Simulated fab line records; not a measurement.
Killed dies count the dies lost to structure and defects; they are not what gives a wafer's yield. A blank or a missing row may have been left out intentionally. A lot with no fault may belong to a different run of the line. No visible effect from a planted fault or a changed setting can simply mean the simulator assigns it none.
Which tool was responsible? || flow berkeley-cmos170 || 14 lots, 42 wafers sampled, at 7 steps of a route of 331

== WHAT THE GAUGES SHOWED, per wafer ==
UCB170_PLDD_OVL_MEAS_07.
{"lot": "L164", "measured": "day 6 07:53", "on": "overlay-02", "PLDD_OVL (nm)": "1 3 0"}
{"lot": "L166", "measured": "day 6 08:17", "on": "overlay-02", "PLDD_OVL (nm)": "8 -3 2"}
{"lot": "L165", "measured": "day 6 08:22", "on": "overlay-02", "PLDD_OVL (nm)": "-3 -9 -6"}
{"lot": "L168", "measured": "day 7 05:52", "on": "overlay-02", "PLDD_OVL (nm)": "2 -3 5"}
{"lot": "L169", "measured": "day 7 06:08", "on": "overlay-01", "PLDD_OVL (nm)": "1 0 -4"}
{"lot": "L171", "measured": "day 7 20:59", "on": "overlay-01", "PLDD_OVL (nm)": "-2 -5 -4"}
{"lot": "L170", "measured": "day 7 21:22", "on": "overlay-02", "PLDD_OVL (nm)": "2 5 3"}
{"lot": "L173", "measured": "day 8 15:31", "on": "overlay-02", "PLDD_OVL (nm)": "-2 -5 -11"}
{"lot": "L175", "measured": "day 9 04:16", "on": "overlay-01", "PLDD_OVL (nm)": "-12 -9 -12"}
{"lot": "L179", "measured": "day 9 17:37", "on": "overlay-02", "PLDD_OVL (nm)": "-3 -5 -4"}
{"lot": "L178", "measured": "day 9 18:12", "on": "overlay-01", "PLDD_OVL (nm)": "0 0 0"}
{"lot": "L181", "measured": "day 9 23:49", "on": "overlay-01", "PLDD_OVL (nm)": "-15 -2 -3"}
{"lot": "L185", "measured": "day 10 20:34", "on": "overlay-02", "PLDD_OVL (nm)": "1 -5 -7"}
{"lot": "L186", "measured": "day 11 06:32", "on": "overlay-01", "PLDD_OVL (nm)": "-11 -4 -10"}

UCB170_NSD_CD_MEAS_06: the cd target is 1200 nm.
{"lot": "L164", "measured": "day 6 21:38", "on": "cd-sem-02", "cd-nm (nm)": "1198.3 1199.0 1197.4"}
{"lot": "L166", "measured": "day 6 21:44", "on": "cd-sem-02", "cd-nm (nm)": "1201.9 1201.2 1200.3"}
{"lot": "L165", "measured": "day 6 21:54", "on": "cd-sem-02", "cd-nm (nm)": "1195.3 1196.3 1196.5"}
{"lot": "L168", "measured": "day 7 19:40", "on": "cd-sem-02", "cd-nm (nm)": "1198.4 1197.4 1198.4"}
{"lot": "L169", "measured": "day 7 20:11", "on": "cd-sem-02", "cd-nm (nm)": "1199.9 1199.9 1198.7"}
{"lot": "L171", "measured": "day 8 12:19", "on": "cd-sem-01", "cd-nm (nm)": "1198.1 1197.9 1197.6"}
{"lot": "L170", "measured": "day 8 10:36", "on": "cd-sem-01", "cd-nm (nm)": "1199.9 1200.1 1200.3"}
{"lot": "L173", "measured": "day 9 04:23", "on": "cd-sem-01", "cd-nm (nm)": "1200.2 1201.1 1201.7"}
{"lot": "L175", "measured": "day 9 13:37", "on": "cd-sem-01", "cd-nm (nm)": "1201.9 1202.1 1202.8"}
{"lot": "L179", "measured": "day 10 05:51", "on": "cd-sem-02", "cd-nm (nm)": "1198.3 1199.4 1198.0"}
{"lot": "L178", "measured": "day 10 05:59", "on": "cd-sem-01", "cd-nm (nm)": "1198.7 1197.2 1198.8"}
{"lot": "L181", "measured": "day 10 12:50", "on": "cd-sem-02", "cd-nm (nm)": "1198.6 1199.5 1200.3"}
{"lot": "L185", "measured": "day 11 07:08", "on": "cd-sem-01", "cd-nm (nm)": "1199.3 1199.3 1200.5"}
{"lot": "L186", "measured": "day 11 17:47", "on": "cd-sem-01", "cd-nm (nm)": "1199.8 1199.7 1199.1"}

UCB170_NSD_TW_MEAS_10.
{"lot": "L164", "measured": "day 6 22:02", "on": "film-metro-02", "NSD_TW": "4190 4177 4193"}
{"lot": "L166", "measured": "day 6 22:08", "on": "film-metro-04", "NSD_TW": "4216 4265 4253"}
{"lot": "L165", "measured": "day 6 22:17", "on": "film-metro-02", "NSD_TW": "4185 4192 4180"}
{"lot": "L168", "measured": "day 7 20:04", "on": "film-metro-01", "NSD_TW": "4216 4239 4209"}
{"lot": "L169", "measured": "day 7 20:35", "on": "film-metro-04", "NSD_TW": "4218 4229 4215"}
{"lot": "L171", "measured": "day 8 12:43", "on": "film-metro-01", "NSD_TW": "4221 4245 4228"}
{"lot": "L170", "measured": "day 8 10:59", "on": "film-metro-02", "NSD_TW": "4180 4171 4167"}
{"lot": "L173", "measured": "day 9 04:46", "on": "film-metro-04", "NSD_TW": "4241 4267 4275"}
{"lot": "L175", "measured": "day 9 14:02", "on": "film-metro-01", "NSD_TW": "4183 4195 4212"}
{"lot": "L179", "measured": "day 10 06:14", "on": "film-metro-04", "NSD_TW": "4240 4230 4260"}
{"lot": "L178", "measured": "day 10 06:23", "on": "film-metro-01", "NSD_TW": "4238 4250 4271"}
{"lot": "L181", "measured": "day 10 13:14", "on": "film-metro-02", "NSD_TW": "4071 4054 4056"}
{"lot": "L185", "measured": "day 11 07:31", "on": "film-metro-02", "NSD_TW": "4030 4044 4049"}
{"lot": "L186", "measured": "day 11 18:11", "on": "film-metro-01", "NSD_TW": "4179 4187 4183"}

UCB170_SDANNEAL_RS_MEAS_03: uses a four-point probe to measure.
{"lot": "L164", "measured": "day 6 23:18", "on": "film-metro-04", "NSD_RS (ohm/sq)": "37.35 37.41 37.24"}
{"lot": "L166", "measured": "day 6 23:28", "on": "film-metro-02", "NSD_RS (ohm/sq)": "37.24 37.27 37.17"}
{"lot": "L165", "measured": "day 6 23:48", "on": "film-metro-04", "NSD_RS (ohm/sq)": "37.46 37.51 37.56"}
{"lot": "L168", "measured": "day 7 21:36", "on": "film-metro-01", "NSD_RS (ohm/sq)": "37.32 37.48 37.46"}
{"lot": "L169", "measured": "day 7 22:14", "on": "film-metro-04", "NSD_RS (ohm/sq)": "37.47 37.51 37.45"}
{"lot": "L171", "measured": "day 8 14:47", "on": "film-metro-01", "NSD_RS (ohm/sq)": "37.42 37.47 37.47"}
{"lot": "L170", "measured": "day 8 14:51", "on": "film-metro-04", "NSD_RS (ohm/sq)": "37.49 37.57 37.52"}
{"lot": "L173", "measured": "day 9 06:01", "on": "film-metro-01", "NSD_RS (ohm/sq)": "37.34 37.25 37.31"}
{"lot": "L175", "measured": "day 9 15:25", "on": "film-metro-04", "NSD_RS (ohm/sq)": "37.44 37.56 37.58"}
{"lot": "L179", "measured": "day 10 07:49", "on": "film-metro-01", "NSD_RS (ohm/sq)": "37.44 37.40 37.39"}
{"lot": "L178", "measured": "day 10 07:59", "on": "film-metro-02", "NSD_RS (ohm/sq)": "37.36 37.36 37.29"}
{"lot": "L181", "measured": "day 10 16:23", "on": "film-metro-04", "NSD_RS (ohm/sq)": "42.88 42.99 42.90"}
{"lot": "L185", "measured": "day 11 11:45", "on": "film-metro-01", "NSD_RS (ohm/sq)": "42.96 42.99 43.01"}
{"lot": "L186", "measured": "day 11 19:27", "on": "film-metro-01", "NSD_RS (ohm/sq)": "37.45 37.41 37.41"}

== EACH LOT AND THE TOOL THAT RAN IT (in order: tool; ch and the chambers of the sampled wafers; start) ==
{"lot": "L164", "UCB170_NSD_IMPLANT_08": "implanter-01 ch 0, day 6 21:48", "UCB170_NSD_STRIP_09": "plasma-asher-02 ch 0, day 6 21:55", "UCB170_SDANNEAL_RTA_00": "rtp-anneal-02 ch 0, day 6 23:02"}
{"lot": "L166", "UCB170_NSD_IMPLANT_08": "implanter-02 ch 0, day 6 21:53", "UCB170_NSD_STRIP_09": "plasma-asher-01 ch 0,1, day 6 22:02", "UCB170_SDANNEAL_RTA_00": "rtp-anneal-01 ch 0, day 6 23:13"}
{"lot": "L165", "UCB170_NSD_IMPLANT_08": "implanter-03 ch 0, day 6 22:04", "UCB170_NSD_STRIP_09": "plasma-asher-03 ch 0,1, day 6 22:11", "UCB170_SDANNEAL_RTA_00": "rtp-anneal-02 ch 0, day 6 23:16"}
{"lot": "L168", "UCB170_NSD_IMPLANT_08": "implanter-01 ch 0, day 7 19:49", "UCB170_NSD_STRIP_09": "plasma-asher-02 ch 0,1, day 7 19:58", "UCB170_SDANNEAL_RTA_00": "rtp-anneal-01 ch 0, day 7 21:22"}
{"lot": "L169", "UCB170_NSD_IMPLANT_08": "implanter-02 ch 0, day 7 20:20", "UCB170_NSD_STRIP_09": "plasma-asher-01 ch 0,1, day 7 20:29", "UCB170_SDANNEAL_RTA_00": "rtp-anneal-02 ch 0, day 7 21:52"}
{"lot": "L171", "UCB170_NSD_IMPLANT_08": "implanter-03 ch 0, day 8 12:28", "UCB170_NSD_STRIP_09": "plasma-asher-01 ch 0,1, day 8 12:37", "UCB170_SDANNEAL_RTA_00": "rtp-anneal-01 ch 0, day 8 14:32"}
{"lot": "L170", "UCB170_NSD_IMPLANT_08": "implanter-02 ch 0, day 8 10:46", "UCB170_NSD_STRIP_09": "plasma-asher-02 ch 0,1, day 8 10:54", "UCB170_SDANNEAL_RTA_00": "rtp-anneal-02 ch 0, day 8 14:35"}
{"lot": "L173", "UCB170_NSD_IMPLANT_08": "implanter-01 ch 0, day 9 04:33", "UCB170_NSD_STRIP_09": "plasma-asher-01 ch 0,1, day 9 04:41", "UCB170_SDANNEAL_RTA_00": "rtp-anneal-02 ch 0, day 9 05:44"}
{"lot": "L175", "UCB170_NSD_IMPLANT_08": "implanter-03 ch 0, day 9 13:47", "UCB170_NSD_STRIP_09": "plasma-asher-03 ch 1, day 9 13:56", "UCB170_SDANNEAL_RTA_00": "rtp-anneal-02 ch 0, day 9 15:10"}
{"lot": "L179", "UCB170_NSD_IMPLANT_08": "implanter-03 ch 0, day 10 06:01", "UCB170_NSD_STRIP_09": "plasma-asher-03 ch 0,1, day 10 06:09", "UCB170_SDANNEAL_RTA_00": "rtp-anneal-01 ch 0, day 10 07:33"}
{"lot": "L178", "UCB170_NSD_IMPLANT_08": "implanter-01 ch 0, day 10 06:08", "UCB170_NSD_STRIP_09": "plasma-asher-01 ch 0,1, day 10 06:17", "UCB170_SDANNEAL_RTA_00": "rtp-anneal-02 ch 0, day 10 07:45"}
{"lot": "L181", "UCB170_NSD_IMPLANT_08": "implanter-03 ch 0, day 10 12:59", "UCB170_NSD_STRIP_09": "plasma-asher-03 ch 0,1, day 10 13:08", "UCB170_SDANNEAL_RTA_00": "rtp-anneal-02 ch 0, day 10 16:08"}
{"lot": "L185", "UCB170_NSD_IMPLANT_08": "implanter-03 ch 0, day 11 07:18", "UCB170_NSD_STRIP_09": "plasma-asher-02 ch 0,1, day 11 07:26", "UCB170_SDANNEAL_RTA_00": "rtp-anneal-02 ch 0, day 11 11:12"}
{"lot": "L186", "UCB170_NSD_IMPLANT_08": "implanter-01 ch 0, day 11 17:56", "UCB170_NSD_STRIP_09": "plasma-asher-03 ch 0,1, day 11 18:04", "UCB170_SDANNEAL_RTA_00": "rtp-anneal-01 ch 0, day 11 19:12"}
- UCB170_NSD_IMPLANT_08
- UCB170_NSD_STRIP_09: strips in O2.
- UCB170_SDANNEAL_RTA_00: time 10 s.

== WHAT THE TOOLS THEMSELVES READ (means of the sampled wafers that have a number; where no wafer has one, the mark that the record gives instead) ==
UCB170_NSD_IMPLANT_08.
{"lot": "L164", "tool": "implanter-01", "beam-on-s (s)": 10.03, "faraday-current-uA": 9166}
{"lot": "L166", "tool": "implanter-02", "beam-on-s (s)": 9.85, "faraday-current-uA": 9316}
{"lot": "L165", "tool": "implanter-03", "beam-on-s (s)": 9.88, "faraday-current-uA": 9261}
{"lot": "L168", "tool": "implanter-01", "beam-on-s (s)": 10.12, "faraday-current-uA": 9070}
{"lot": "L169", "tool": "implanter-02", "beam-on-s (s)": 10.16, "faraday-current-uA": 9029}
{"lot": "L171", "tool": "implanter-03", "beam-on-s (s)": 10.18, "faraday-current-uA": 9029}
{"lot": "L170", "tool": "implanter-02", "beam-on-s (s)": 9.75, "faraday-current-uA": 9382}
{"lot": "L173", "tool": "implanter-01", "beam-on-s (s)": 10.10, "faraday-current-uA": 9088}
{"lot": "L175", "tool": "implanter-03", "beam-on-s (s)": 9.97, "faraday-current-uA": 9208}
{"lot": "L179", "tool": "implanter-03", "beam-on-s (s)": 9.89, "faraday-current-uA": 9298}
{"lot": "L178", "tool": "implanter-01", "beam-on-s (s)": 9.97, "faraday-current-uA": 9213}
{"lot": "L181", "tool": "implanter-03", "beam-on-s (s)": 7.81, "faraday-current-uA": 11758}
{"lot": "L185", "tool": "implanter-03", "beam-on-s (s)": 7.55, "faraday-current-uA": 12131}
{"lot": "L186", "tool": "implanter-01", "beam-on-s (s)": 10.10, "faraday-current-uA": 9088}

UCB170_NSD_STRIP_09.
{"lot": "L164", "tool": "plasma-asher-02", "drypump-motor-current-A (A)": 5.4, "o2-flow-sccm (sccm)": 399.5, "oes-product-au (a.u.)": 0.532, "strip-time-to-endpoint-s (s)": 35.76}
{"lot": "L166", "tool": "plasma-asher-01", "drypump-motor-current-A (A)": 5.4, "o2-flow-sccm (sccm)": 400.1, "oes-product-au (a.u.)": 0.539, "strip-time-to-endpoint-s (s)": 35.70}
{"lot": "L165", "tool": "plasma-asher-03", "drypump-motor-current-A (A)": 5.9, "o2-flow-sccm (sccm)": 400.8, "oes-product-au (a.u.)": 0.535, "strip-time-to-endpoint-s (s)": 35.68}
{"lot": "L168", "tool": "plasma-asher-02", "drypump-motor-current-A (A)": 5.8, "o2-flow-sccm (sccm)": 399.5, "oes-product-au (a.u.)": 0.531, "strip-time-to-endpoint-s (s)": 35.72}
{"lot": "L169", "tool": "plasma-asher-01", "drypump-motor-current-A (A)": 5.4, "o2-flow-sccm (sccm)": 399.7, "oes-product-au (a.u.)": 0.535, "strip-time-to-endpoint-s (s)": 35.61}
{"lot": "L171", "tool": "plasma-asher-01", "drypump-motor-current-A (A)": 5.3, "o2-flow-sccm (sccm)": 399.5, "oes-product-au (a.u.)": 0.536, "strip-time-to-endpoint-s (s)": 35.56}
{"lot": "L170", "tool": "plasma-asher-02", "drypump-motor-current-A (A)": 6.1, "o2-flow-sccm (sccm)": 399.0, "oes-product-au (a.u.)": 0.534, "strip-time-to-endpoint-s (s)": 35.56}
{"lot": "L173", "tool": "plasma-asher-01", "drypump-motor-current-A (A)": 5.4, "o2-flow-sccm (sccm)": 400.6, "oes-product-au (a.u.)": 0.535, "strip-time-to-endpoint-s (s)": 35.85}
{"lot": "L175", "tool": "plasma-asher-03", "drypump-motor-current-A (A)": 6.0, "o2-flow-sccm (sccm)": 400.3, "oes-product-au (a.u.)": 0.534, "strip-time-to-endpoint-s (s)": 35.62}
{"lot": "L179", "tool": "plasma-asher-03", "drypump-motor-current-A (A)": 5.7, "o2-flow-sccm (sccm)": 401.2, "oes-product-au (a.u.)": 0.533, "strip-time-to-endpoint-s (s)": 35.74}
{"lot": "L178", "tool": "plasma-asher-01", "drypump-motor-current-A (A)": 5.4, "o2-flow-sccm (sccm)": 398.8, "oes-product-au (a.u.)": 0.531, "strip-time-to-endpoint-s (s)": 35.73}
{"lot": "L181", "tool": "plasma-asher-03", "drypump-motor-current-A (A)": 5.9, "o2-flow-sccm (sccm)": 399.6, "oes-product-au (a.u.)": 0.558, "strip-time-to-endpoint-s (s)": 33.33}
{"lot": "L185", "tool": "plasma-asher-02", "drypump-motor-current-A (A)": 5.8, "o2-flow-sccm (sccm)": 399.3, "oes-product-au (a.u.)": 0.559, "strip-time-to-endpoint-s (s)": 33.25}
{"lot": "L186", "tool": "plasma-asher-03", "drypump-motor-current-A (A)": 5.9, "o2-flow-sccm (sccm)": 400.9, "oes-product-au (a.u.)": 0.527, "strip-time-to-endpoint-s (s)": 35.62}

UCB170_SDANNEAL_RTA_00.
{"lot": "L164", "tool": "rtp-anneal-02", "chamber-o2-ppm": 1.981, "lamp-power-pct (%)": 23.4, "wafer_temp_C_max": 905.1}
{"lot": "L166", "tool": "rtp-anneal-01", "chamber-o2-ppm": 1.996, "lamp-power-pct (%)": 24.6, "wafer_temp_C_max": 902.6}
{"lot": "L165", "tool": "rtp-anneal-02", "chamber-o2-ppm": 2.012, "lamp-power-pct (%)": 23.4, "wafer_temp_C_max": 905.2}
{"lot": "L168", "tool": "rtp-anneal-01", "chamber-o2-ppm": 2.016, "lamp-power-pct (%)": 24.6, "wafer_temp_C_max": 902.0}
{"lot": "L169", "tool": "rtp-anneal-02", "chamber-o2-ppm": 1.972, "lamp-power-pct (%)": 23.4, "wafer_temp_C_max": 904.0}
{"lot": "L171", "tool": "rtp-anneal-01", "chamber-o2-ppm": 2.004, "lamp-power-pct (%)": 24.6, "wafer_temp_C_max": 902.3}
{"lot": "L170", "tool": "rtp-anneal-02", "chamber-o2-ppm": 1.999, "lamp-power-pct (%)": 23.4, "wafer_temp_C_max": 904.3}
{"lot": "L173", "tool": "rtp-anneal-02", "chamber-o2-ppm": 1.974, "lamp-power-pct (%)": 23.4, "wafer_temp_C_max": 904.6}
{"lot": "L175", "tool": "rtp-anneal-02", "chamber-o2-ppm": 2.026, "lamp-power-pct (%)": 23.4, "wafer_temp_C_max": 904.4}
{"lot": "L179", "tool": "rtp-anneal-01", "chamber-o2-ppm": 1.983, "lamp-power-pct (%)": 24.5, "wafer_temp_C_max": 902.5}
{"lot": "L178", "tool": "rtp-anneal-02", "chamber-o2-ppm": 2.028, "lamp-power-pct (%)": 23.4, "wafer_temp_C_max": 903.9}
{"lot": "L181", "tool": "rtp-anneal-02", "chamber-o2-ppm": 2.003, "lamp-power-pct (%)": 23.4, "wafer_temp_C_max": 904.7}
{"lot": "L185", "tool": "rtp-anneal-02", "chamber-o2-ppm": 2.023, "lamp-power-pct (%)": 23.4, "wafer_temp_C_max": 904.7}
{"lot": "L186", "tool": "rtp-anneal-01", "chamber-o2-ppm": 1.984, "lamp-power-pct (%)": 24.6, "wafer_temp_C_max": 902.9}

== THE ANSWER, worked out from the rows above alone ==
Rule: the usual values come from the lots themselves. The widest of any qualifying gaps counts: lots, ordered by their means at a reading, are off when they make up no more than a third of the lots, leave a main group of 4 or more, and stand apart from it by 3 or more times the standard deviation of that group's means. The tables above print the reading to a certain number of digits; a main group whose means all agree to those digits is not used. A lot without any number at a reading at which 4 lots or more have one is off too. The other lots that the step has rows for count as sound. The gauges are gone through in route order, then the tools' own readings, and for those a lot's mean is taken as printed above. The first step at which some lot is off is used, and at that step the reading that is off furthest; a lot without a number counts as furthest.
Off: at UCB170_NSD_TW_MEAS_10 (NSD_TW), L181, L185. Mean 4217 and standard deviation 29 in the main group.
If a tool, at a process step before that reading, ran all the lots that are off and no sound lot after the first of them, it fits. The gauges at UCB170_NSD_TW_MEAS_10 aren't tried: what is off there is off at UCB170_SDANNEAL_RS_MEAS_03 too, on other tools, and a gauge's error can't cause that. One candidate fits, namely implanter-03 at UCB170_NSD_IMPLANT_08. Its last sound lot is L179 (day 10 06:01), its first lot that is off L181 (day 10 12:59): a fault that began between those two fits.
The tool's own readings at UCB170_NSD_IMPLANT_08 bear it out: on the lots that are off they differ by more than 5 times the standard deviation of the sound lots' means. beam-on-s reads 7.68 s there against 10.00 s on the sound lots; faraday-current-uA reads 11944 there against 9179 on the sound lots.

== WHAT THE SIMULATOR HAD INSERTED ==
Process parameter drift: implanter-03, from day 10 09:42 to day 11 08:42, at UCB170_NSD_IMPLANT_08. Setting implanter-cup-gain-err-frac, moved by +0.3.
Lots struck among those shown: L181, L185. The same result came from the rule above.
